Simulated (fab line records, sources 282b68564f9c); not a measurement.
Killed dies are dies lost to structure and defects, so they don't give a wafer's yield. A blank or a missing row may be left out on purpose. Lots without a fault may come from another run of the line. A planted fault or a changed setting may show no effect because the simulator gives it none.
fab line records | flow rit_cmos | part 1 of 2: steps 1 to 30 of 41
record lots=5 wafers=15 last_day=6
route steps=202 shown NSD@134 PSD@142 SDANNEAL@153 PLDD@159 NLDD@160 SILICIDE@161 CONTACT@168
lots that met no fault: from a run of the same line without faults
start_h: hours from the record's first day to the start of the lot's first wafer shown | wait_h: hours since the lot's step before | " the same as in the row above | L1.1+2: a row that stands for several wafers | - no value, or no start given | * or withheld: withheld | < > ~ a bound
route shown NAME@n: a module of which the file shows steps, and the number in the route of the first | usual: mean/standard deviation of fault-free wafers | same: alike in all rows | chamber/n: place in a boat | sites: the reading at each site | _std_site: their standard deviation | _edge_site: outer sites' mean less inner sites' | radius_mm: how far each site lies from the wafer's centre | mask NAME#n: copy n | behind: the tool/chamber that last shaped the wafer | hold: why the lot was held/for how many hours/how that ended | device: the transistor (n, p or np) that didn't switch | end of line: the same wafers' tests at the end of the route | a step without rows: its recipe alone | killed: dies lost to structure and defects at the first sort, not the wafer's yield | map: a wafer's dies, x killed, . not, _ none there
set.NAME: the setting as run; set.NAME@STEP: as run at that earlier step | model.NAME: the simulator's own value behind a step, which no gauge read
lots at some steps of the route; a table a step, a row a wafer
services: from which hour (start_h, from the record's first day; less than 0 if before it) a tool's chamber was out of use, for how many hours, and why
## steps
# step RIT_NSD_EXPOSE_03
# recipe mask_id=M9 na=0.57 target_cd_nm=40700 dose_mj=250
# usual reticle_temp_C=22.95/0.11
# columns lot.wafer tool chamber start_h wait_h mask reticle_temp_C
L074.1 iline_stepper-02 0 46.88 0.2 M9#0 23.06
L074.5 " 0 " " M9#0 22.89
L074.6 " 0 " " M9#0 22.88
L086.2 iline_stepper-01 0 108.19 0.2 M9#0 22.93
L086.3 " 0 " " M9#0 22.89
L086.5 " 0 " " M9#0 22.86
L088.2 iline_stepper-01 0 122.06 0.1 M9#0 23.06
L088.3 " 0 " " M9#0 22.94
L088.6 " 0 " " M9#0 23.03
L089.1 iline_stepper-01 0 123.44 0.1 M9#0 22.93
L089.4 " 0 " " M9#0 22.81
L089.6 " 0 " " M9#0 22.85
L090.1 iline_stepper-02 0 129.46 0.2 M9#0 22.97
L090.2 " 0 " " M9#0 23.08
L090.5 " 0 " " M9#0 23.10
# step RIT_NSD_PEB_04
# recipe resist=NOVOLAK temp_c=withheld time_s=withheld
# columns lot.wafer tool chamber start_h wait_h
L074.1+5+6 litho_track-03 0 47.00 0.1
L086.2+3+5 litho_track-02 0 108.31 0.1
L088.2+3+6 litho_track-01 0 122.18 0.1
L089.1+4+6 litho_track-03 0 123.56 0.1
L090.1+2+5 litho_track-03 0 129.58 0.1
# step RIT_NSD_DEVELOP_05
# recipe resist=NOVOLAK develop_time_s=50 dev_temp_c=23
# columns lot.wafer tool chamber start_h wait_h
L074.1+5+6 litho_track-03 0 - -
L086.2+3+5 litho_track-02 0 - -
L088.2+3+6 litho_track-01 0 - -
L089.1+4+6 litho_track-03 0 - -
L090.1+2+5 litho_track-03 0 - -
# step RIT_NSD_OVL_MEAS_06
# usual NSD_OVL=0.0/1.5
# columns lot.wafer tool chamber start_h wait_h NSD_OVL[nm]
L074.1 overlay-01 - 47.28 - 1.2
L074.5 " - " " -0.8
L074.6 " - " " -2.2
L086.2 overlay-02 - 108.57 - -3.3
L086.3 " - " " -1.2
L086.5 " - " " -1.3
L088.2 overlay-02 - 122.44 - 0.9
L088.3 " - " " 0.4
L088.6 " - " " 1.5
L089.1 overlay-01 - 123.84 - 0.8
L089.4 " - " " 0.5
L089.6 " - " " 2.4
L090.1 overlay-01 - 129.86 - -1.6
L090.2 " - " " 0.4
L090.5 " - " " -0.1
# step RIT_NSD_HARDBAKE_07
# recipe resist=NOVOLAK temp_c=140 time_s=60
# usual heater_power_total_W=62.55/0.043
# same time_s=60
# columns lot.wafer tool chamber start_h wait_h heater_power_total_W
L074.1 litho_track-02 0 47.32 0.0 62.62
L074.5 " 0 " " 62.52
L074.6 " 0 " " 62.47
L086.2 litho_track-03 0 108.63 0.0 62.61
L086.3 " 0 " " 62.60
L086.5 " 0 " " 62.54
L088.2 litho_track-03 0 122.50 0.0 62.56
L088.3 " 0 " " 62.62
L088.6 " 0 " " 62.53
L089.1 litho_track-02 0 123.88 0.0 62.47
L089.4 " 0 " " 62.51
L089.6 " 0 " " 62.56
L090.1 litho_track-01 0 129.90 0.0 62.55
L090.2 " 0 " " 62.55
L090.5 " 0 " " 62.58
# step RIT_NSD_IMPLANT_08
# recipe species=P energy_kev=25 dose_cm2=1e+15 tilt_deg=7
# columns lot.wafer tool chamber start_h wait_h
L074.1+5+6 implanter-03 0 47.47 0.1
L086.2+3+5 implanter-03 0 108.78 0.1
L088.2+3+6 implanter-03 0 122.65 0.1
L089.1+4+6 implanter-03 0 124.03 0.1
L090.1+2+5 implanter-04 0 130.05 0.1
# step RIT_NSD_STRIP_09
# recipe chemistry=O2 time_s=180 resist=NOVOLAK platen_temp_c=withheld power_w=500 pressure_mtorr=4000 o2_flow_sccm=4000
# usual drypump_motor_current_A=5.87/0.22
# same time_s=180
# columns lot.wafer tool chamber start_h wait_h drypump_motor_current_A rf_hours_counter_h
L074.1 plasma_asher-02 0 47.62 0.1 5.84 40
L074.5 " 1 " " 5.82 -
L074.6 " 0 " " 5.84 -
L086.2 plasma_asher-03 1 108.90 0.1 6.05 45
L086.3 " 0 " " 5.60 -
L086.5 " 0 " " 5.61 -
L088.2 plasma_asher-03 0 122.77 0.1 5.60 47
L088.3 " 0 " " 5.62 -
L088.6 " 1 " " 6.05 -
L089.1 plasma_asher-03 0 124.18 0.1 5.59 47
L089.4 " 1 " " 6.03 -
L089.6 " 0 " " 5.60 -
L090.1 plasma_asher-03 1 130.35 0.2 6.02 48
L090.2 " 0 " " 5.59 48
L090.5 " 1 " " 6.03 -
# step RIT_NSD_TW_MEAS_10
# usual NSD_TW=3105/16
# columns lot.wafer tool chamber start_h wait_h NSD_TW
L074.1 film_metro-01 - 47.79 0.1 3094
L074.5 " - " " 3104
L074.6 " - " " 3089
L086.2 film_metro-01 - 109.09 0.1 3136
L086.3 " - " " 3139
L086.5 " - " " 3131
L088.2 film_metro-02 - 122.96 0.1 3110
L088.3 " - " " 3094
L088.6 " - " " 3105
L089.1 film_metro-02 - 124.36 0.1 3110
L089.4 " - " " 3105
L089.6 " - " " 3104
L090.1 film_metro-01 - 130.52 0.1 3115
L090.2 " - " " 3127
L090.5 " - " " 3116
# step RIT_PSD_HMDS_00
# recipe prime_time_s=60 prime_temp_c=140
# columns lot.wafer tool chamber start_h wait_h
L074.1+5+6 litho_track-02 0 47.85 0.1
L086.2+3+5 litho_track-02 0 109.16 0.1
L088.2+3+6 litho_track-04 0 123.23 0.3
L089.1+4+6 litho_track-02 0 124.42 0.1
L090.1+2+5 litho_track-04 0 130.58 0.1
# step RIT_PSD_COAT_01
# recipe resist=NOVOLAK spin_rpm=3229 resist_thk_nm=1000
# columns lot.wafer tool chamber start_h wait_h
L074.1+5+6 litho_track-02 0 48.00 0.1
L086.2+3+5 litho_track-02 0 109.31 0.1
L088.2+3+6 litho_track-04 0 123.38 0.1
L089.1+4+6 litho_track-02 0 124.57 0.1
L090.1+2+5 litho_track-04 0 130.73 0.1
# step RIT_PSD_SOFTBAKE_02
# recipe resist=NOVOLAK temp_c=90 time_s=60
# usual heater_power_total_W=34.56/0.048
# same time_s=60
# columns lot.wafer tool chamber start_h wait_h heater_power_total_W
L074.1 litho_track-02 0 48.15 0.1 34.55
L074.5 " 0 " " 34.61
L074.6 " 0 " " 34.58
L086.2 litho_track-02 0 109.46 0.1 34.53
L086.3 " 0 " " 34.58
L086.5 " 0 " " 34.54
L088.2 litho_track-04 0 123.53 0.1 34.50
L088.3 " 0 " " 34.57
L088.6 " 0 " " 34.57
L089.1 litho_track-02 0 124.72 0.1 34.50
L089.4 " 0 " " 34.62
L089.6 " 0 " " 34.49
L090.1 litho_track-04 0 130.88 0.1 34.58
L090.2 " 0 " " 34.63
L090.5 " 0 " " 34.58
# step RIT_PSD_EXPOSE_03
# recipe mask_id=M10 na=0.57 target_cd_nm=40900 dose_mj=250
# usual reticle_temp_C=22.99/0.11
# columns lot.wafer tool chamber start_h wait_h mask reticle_temp_C
L074.1 iline_stepper-02 0 48.30 0.1 M10#0 23.05
L074.5 " 0 " " M10#0 22.99
L074.6 " 0 " " M10#0 22.94
L086.2 iline_stepper-01 0 109.73 0.2 M10#0 23.08
L086.3 " 0 " " M10#0 22.96
L086.5 " 0 " " M10#0 23.01
L088.2 iline_stepper-02 0 123.80 0.2 M10#0 22.76
L088.3 " 0 " " M10#0 23.01
L088.6 " 0 " " M10#0 22.94
L089.1 iline_stepper-02 0 124.87 0.1 M10#0 23.09
L089.4 " 0 " " M10#0 23.02
L089.6 " 0 " " M10#0 23.11
L090.1 iline_stepper-02 0 131.03 0.1 M10#0 23.04
L090.2 " 0 " " M10#0 22.91
L090.5 " 0 " " M10#0 23.09
# step RIT_PSD_PEB_04
# recipe resist=NOVOLAK temp_c=withheld time_s=withheld
# columns lot.wafer tool chamber start_h wait_h
L074.1+5+6 litho_track-02 0 48.42 0.1
L086.2+3+5 litho_track-02 0 109.86 0.1
L088.2+3+6 litho_track-03 0 123.92 0.1
L089.1+4+6 litho_track-04 0 125.08 0.2
L090.1+2+5 litho_track-02 0 131.17 0.1
# step RIT_PSD_DEVELOP_05
# recipe resist=NOVOLAK develop_time_s=50 dev_temp_c=23
# columns lot.wafer tool chamber start_h wait_h
L074.1+5+6 litho_track-02 0 - -
L086.2+3+5 litho_track-02 0 - -
L088.2+3+6 litho_track-03 0 - -
L089.1+4+6 litho_track-04 0 - -
L090.1+2+5 litho_track-02 0 - -
# step RIT_PSD_OVL_MEAS_06
# usual PSD_OVL=0.4/1.3
# columns lot.wafer tool chamber start_h wait_h PSD_OVL[nm]
L074.1 overlay-02 - 48.70 - -0.9
L074.5 " - " " 1.2
L074.6 " - " " 0.1
L086.2 overlay-02 - 110.12 - -0.1
L086.3 " - " " 0.8
L086.5 " - " " -0.4
L088.2 overlay-01 - 124.18 - 1.5
L088.3 " - " " 2.1
L088.6 " - " " 4.2
L089.1 overlay-02 - 125.37 - -2.2
L089.4 " - " " 0.0
L089.6 " - " " 1.7
L090.1 overlay-01 - 131.45 - -0.3
L090.2 " - " " 0.7
L090.5 " - " " 0.5
# step RIT_PSD_HARDBAKE_07
# recipe resist=NOVOLAK temp_c=140 time_s=60
# usual heater_power_total_W=62.55/0.048
# same time_s=60
# columns lot.wafer tool chamber start_h wait_h heater_power_total_W
L074.1 litho_track-02 0 48.74 0.0 62.51
L074.5 " 0 " " 62.54
L074.6 " 0 " " 62.54
L086.2 litho_track-02 0 110.18 0.0 62.53
L086.3 " 0 " " 62.56
L086.5 " 0 " " 62.59
L088.2 litho_track-02 0 124.24 0.0 62.51
L088.3 " 0 " " 62.55
L088.6 " 0 " " 62.49
L089.1 litho_track-03 0 125.40 0.0 62.55
L089.4 " 0 " " 62.60
L089.6 " 0 " " 62.64
L090.1 litho_track-03 0 131.49 0.0 62.61
L090.2 " 0 " " 62.55
L090.5 " 0 " " 62.65
# step RIT_PSD_IMPLANT_08
# recipe species=BF2 energy_kev=27 dose_cm2=5e+15 tilt_deg=7
# columns lot.wafer tool chamber start_h wait_h
L074.1+5+6 implanter-02 0 48.89 0.1
L086.2+3+5 implanter-03 0 110.33 0.1
L088.2+3+6 implanter-02 0 124.39 0.1
L089.1+4+6 implanter-01 0 125.55 0.1
L090.1+2+5 implanter-02 0 131.64 0.1
# step RIT_PSD_STRIP_09
# recipe chemistry=O2 time_s=180 resist=NOVOLAK platen_temp_c=withheld power_w=500 pressure_mtorr=4000 o2_flow_sccm=4000
# usual drypump_motor_current_A=5.95/0.22
# same time_s=180
# columns lot.wafer tool chamber start_h wait_h drypump_motor_current_A rf_hours_counter_h
L074.1 plasma_asher-04 1 49.04 0.1 5.86 27
L074.5 " 0 " " 6.41 -
L074.6 " 1 " " 5.85 -
L086.2 plasma_asher-02 0 110.45 0.1 5.82 47
L086.3 " 1 " " 5.81 -
L086.5 " 1 " " 5.82 -
L088.2 plasma_asher-02 1 124.51 0.1 5.81 48
L088.3 " 1 " " 5.82 -
L088.6 " 1 " " 5.83 -
L089.1 plasma_asher-02 0 125.70 0.1 5.88 49
L089.4 " 1 " " 5.83 -
L089.6 " 1 " " 5.83 -
L090.1 plasma_asher-01 1 131.79 0.1 5.73 1
L090.2 " 0 " " 6.30 1
L090.5 " 0 " " 6.32 -
# step RIT_PSD_TW_MEAS_10
# usual PSD_TW=3404/20
# columns lot.wafer tool chamber start_h wait_h PSD_TW
L074.1 film_metro-03 - 49.21 0.1 3374
L074.5 " - " " 3388
L074.6 " - " " 3390
L086.2 film_metro-03 - 110.64 0.1 3380
L086.3 " - " " 3394
L086.5 " - " " 3384
L088.2 film_metro-02 - 124.70 0.1 3404
L088.3 " - " " 3398
L088.6 " - " " 3390
L089.1 film_metro-01 - 125.88 0.1 3417
L089.4 " - " " 3417
L089.6 " - " " 3410
L090.1 film_metro-03 - 131.96 0.1 3404
L090.2 " - " " 3394
L090.5 " - " " 3419
# step RIT_SDANNEAL_CLEAN_00
# recipe chemistry=SC1 mix=3:3:50 time_s=600 temp_c=75.63
# usual temp_c=75.61/0.13
# same time_s=600
# columns lot.wafer tool chamber start_h wait_h temp_c
L074.1 wet_bench-01 2 49.27 0.1 75.70
L074.5 " 2 " " 75.44
L074.6 " 2 " " 75.72
L086.2 wet_bench-01 3 110.69 0.0 75.32
L086.3 " 3 " " 75.47
L086.5 " 3 " " 75.37
L088.2 wet_bench-04 1 124.75 0.0 75.77
L088.3 " 1 " " 75.65
L088.6 " 1 " " 75.54
L089.1 wet_bench-02 0 125.94 0.1 75.65
L089.4 " 0 " " 75.67
L089.6 " 0 " " 75.69
L090.1 wet_bench-04 3 132.02 0.1 75.75
L090.2 " 3 " " 75.62
L090.5 " 3 " " 75.56
# step RIT_SDANNEAL_CLEAN_01
# recipe chemistry=dHF dilution=50:1 time_s=30
# same time_s=30
# columns lot.wafer tool chamber start_h wait_h
L074.1+5+6 wet_bench-04 2 49.45 0.0
L086.2+3+5 wet_bench-04 2 110.86 0.0
L088.2+3+6 wet_bench-02 3 124.92 0.0
L089.1+4+6 wet_bench-01 3 126.13 0.0
L090.1+2+5 wet_bench-01 0 132.20 0.0
# step RIT_SDANNEAL_CLEAN_02
# recipe chemistry=SC2 mix=3:3:50 time_s=600 temp_c=75 dry=n2_spin
# usual temp_c=74.97/0.11
# same time_s=600
# columns lot.wafer tool chamber start_h wait_h temp_c
L074.1 wet_bench-01 1 49.46 0.0 74.96
L074.5 " 1 " " 74.91
L074.6 " 1 " " 75.07
L086.2 wet_bench-01 3 110.88 0.0 74.97
L086.3 " 3 " " 75.05
L086.5 " 3 " " 74.88
L088.2 wet_bench-01 2 124.94 0.0 75.06
L088.3 " 2 " " 75.04
L088.6 " 2 " " 74.97
L089.1 wet_bench-04 0 126.15 0.0 75.12
L089.4 " 0 " " 75.06
L089.6 " 0 " " 74.97
L090.1 wet_bench-02 0 132.21 0.0 74.80
L090.2 " 0 " " 74.75
L090.5 " 0 " " 74.95
# step RIT_SDANNEAL_RTA_03
# recipe temp_c=1050 time_s=5 idle_temp_c=600 ramp_up_c_per_s=342 ramp_down_c_per_s=171 cool_to_c=600 ambient=N2
# usual ramp_down_c_per_s=171.00/0.032 wafer_temp_C_max=1053.4/1.3
# same time_s=5
# columns lot.wafer tool chamber start_h wait_h ramp_down_c_per_s wafer_temp_C_max
L074.1 rtp_anneal-02 0 49.64 0.0 171.01 1054.4
L074.5 " 0 " " 171.00 1051.5
L074.6 " 0 " " 171.05 1053.2
L086.2 rtp_anneal-02 0 111.06 0.0 171.03 1053.2
L086.3 " 0 " " 170.97 1053.4
L086.5 " 0 " " 170.99 1054.5
L088.2 rtp_anneal-02 0 125.13 0.0 170.97 1053.9
L088.3 " 0 " " 170.93 1052.1
L088.6 " 0 " " 170.95 1053.1
L089.1 rtp_anneal-01 0 126.34 0.0 170.96 1052.5
L089.4 " 0 " " 170.97 1052.4
L089.6 " 0 " " 170.97 1052.7
L090.1 rtp_anneal-02 0 132.40 0.0 170.96 1054.8
L090.2 " 0 " " 170.99 1051.7
L090.5 " 0 " " 170.97 1055.1
# step RIT_SDANNEAL_RS_MEAS_04
# recipe thk_meas_gauge=four-point-probe
# usual PSD_RS=115.9/0.31
# columns lot.wafer tool chamber start_h wait_h PSD_RS[ohm/sq]
L074.1 film_metro-02 - 49.70 0.0 115.7
L074.5 " - " " 115.5
L074.6 " - " " 115.7
L086.2 film_metro-02 - 111.13 0.1 115.9
L086.3 " - " " 116.1
L086.5 " - " " 115.9
L088.2 film_metro-02 - 125.20 0.1 115.4
L088.3 " - " " 115.5
L088.6 " - " " 115.5
L089.1 film_metro-01 - 126.39 0.0 116.1
L089.4 " - " " 116.6
L089.6 " - " " 116.3
L090.1 film_metro-02 - 132.46 0.0 115.7
L090.2 " - " " 115.3
L090.5 " - " " 115.7
# step RIT_SDANNEAL_RS_MEAS_05
# recipe thk_meas_gauge=four-point-probe
# usual NSD_RS=84.5/0.31
# columns lot.wafer tool chamber start_h wait_h NSD_RS[ohm/sq]
L074.1 film_metro-02 - 49.82 0.1 84.3
L074.5 " - " " 84.5
L074.6 " - " " 84.3
L086.2 film_metro-02 - 111.25 0.1 84.9
L086.3 " - " " 84.7
L086.5 " - " " 84.9
L088.2 film_metro-02 - 125.32 0.1 84.3
L088.3 " - " " 84.8
L088.6 " - " " 84.5
L089.1 film_metro-01 - 126.51 0.1 84.0
L089.4 " - " " 84.5
L089.6 " - " " 84.6
L090.1 film_metro-02 - 132.58 0.1 84.4
L090.2 " - " " 84.3
L090.5 " - " " 84.1
# step RIT_SDANNEAL_RS_MEAS_06
# recipe thk_meas_gauge=four-point-probe
# usual PLDD_RS=178.7/0.5
# columns lot.wafer tool chamber start_h wait_h PLDD_RS[ohm/sq]
L074.1 film_metro-02 - 49.94 0.1 177.7
L074.5 " - " " 178.5
L074.6 " - " " 177.5
L086.2 film_metro-02 - 111.37 0.1 178.5
L086.3 " - " " 178.8
L086.5 " - " " 178.7
L088.2 film_metro-02 - 125.44 0.1 178.8
L088.3 " - " " 178.3
L088.6 " - " " 178.7
L089.1 film_metro-01 - 126.63 0.1 178.7
L089.4 " - " " 179.5
L089.6 " - " " 179.5
L090.1 film_metro-02 - 132.70 0.1 178.9
L090.2 " - " " 178.0
L090.5 " - " " 177.9
# step RIT_SDANNEAL_RS_MEAS_07
# recipe thk_meas_gauge=four-point-probe
# usual NLDD_RS=149.8/0.54
# columns lot.wafer tool chamber start_h wait_h NLDD_RS[ohm/sq]
L074.1 film_metro-02 - 50.06 0.1 149.1
L074.5 " - " " 149.5
L074.6 " - " " 148.9
L086.2 film_metro-02 - 111.49 0.1 149.7
L086.3 " - " " 149.7
L086.5 " - " " 149.7
L088.2 film_metro-02 - 125.56 0.1 149.5
L088.3 " - " " 149.3
L088.6 " - " " 149.5
L089.1 film_metro-01 - 126.75 0.1 149.9
L089.4 " - " " 149.5
L089.6 " - " " 149.1
L090.1 film_metro-02 - 132.82 0.1 150.4
L090.2 " - " " 149.2
L090.5 " - " " 149.9
# step RIT_SILICIDE_WET_ETCH_00
# recipe chemistry=BOE target=SiO2 target_depth_nm=14 time_s=15.32 dry=n2_spin dilution=10:1 temp_c=21.5
# usual temp_c=21.51/0.12
# same time_s=15.32
# columns lot.wafer tool chamber start_h wait_h temp_c
L074.1 wet_bench-04 2 50.18 0.1 21.35
L074.5 " 2 " " 21.36
L074.6 " 2 " " 21.44
L086.2 wet_bench-04 2 111.59 0.1 21.46
L086.3 " 2 " " 21.52
L086.5 " 2 " " 21.53
L088.2 wet_bench-04 2 125.66 0.1 21.29
L088.3 " 2 " " 21.58
L088.6 " 2 " " 21.18
L089.1 wet_bench-01 1 126.87 0.1 21.52
L089.4 " 1 " " 21.36
L089.6 " 1 " " 21.46
L090.1 wet_bench-01 2 132.94 0.1 21.54
L090.2 " 2 " " 21.63
L090.5 " 2 " " 21.50
# step RIT_SILICIDE_SPUTTER_01
# recipe material=Ti target_thk_nm=30 power_w=350 chamber_pressure_pa=0.667 gas=Ar time_s=240 substrate_temp_c=25
# usual substrate_temp_c=25.00/0.11 throttle_valve_pct=30.3/1.2
# same time_s=240
# columns lot.wafer tool chamber start_h wait_h substrate_temp_c throttle_valve_pct
L074.1 pvd_sputter-03 - 50.19 0.0 24.94 31.5
L074.5 " - " " 25.19 31.3
L074.6 " - " " 24.95 30.0
L086.2 pvd_sputter-02 - 111.60 0.0 25.19 28.1
L086.3 " - " " 25.00 31.1
L086.5 " - " " 25.09 30.3
L088.2 pvd_sputter-02 - 125.67 0.0 25.01 31.4
L088.3 " - " " 24.95 31.0
L088.6 " - " " 25.05 31.2
L089.1 pvd_sputter-03 - 126.89 0.0 24.89 31.1
L089.4 " - " " 25.01 28.8
L089.6 " - " " 24.97 31.2
L090.1 pvd_sputter-02 - 132.95 0.0 25.04 31.2
L090.2 " - " " 24.88 28.1
L090.5 " - " " 25.03 30.9
# step RIT_SILICIDE_RS_MEAS_02
# recipe thk_meas_gauge=four-point-probe reads=Ti_of_SILICIDE_SPUTTER_01
# usual SILICIDE_TI_RS=48.0/0.79
# columns lot.wafer tool chamber start_h wait_h SILICIDE_TI_RS[ohm/sq]
L074.1 film_metro-04 - 50.34 0.1 47.6
L074.5 " - " " 48.2
L074.6 " - " " 46.7
L086.2 film_metro-01 - 111.77 0.1 48.6
L086.3 " - " " 48.9
L086.5 " - " " 49.0
L088.2 film_metro-04 - 125.84 0.1 47.7
L088.3 " - " " 48.2
L088.6 " - " " 48.4
L089.1 film_metro-02 - 127.04 0.1 47.8
L089.4 " - " " 48.5
L089.6 " - " " 47.9
L090.1 film_metro-04 - 133.10 0.1 48.1
L090.2 " - " " 47.9
L090.5 " - " " 48.1
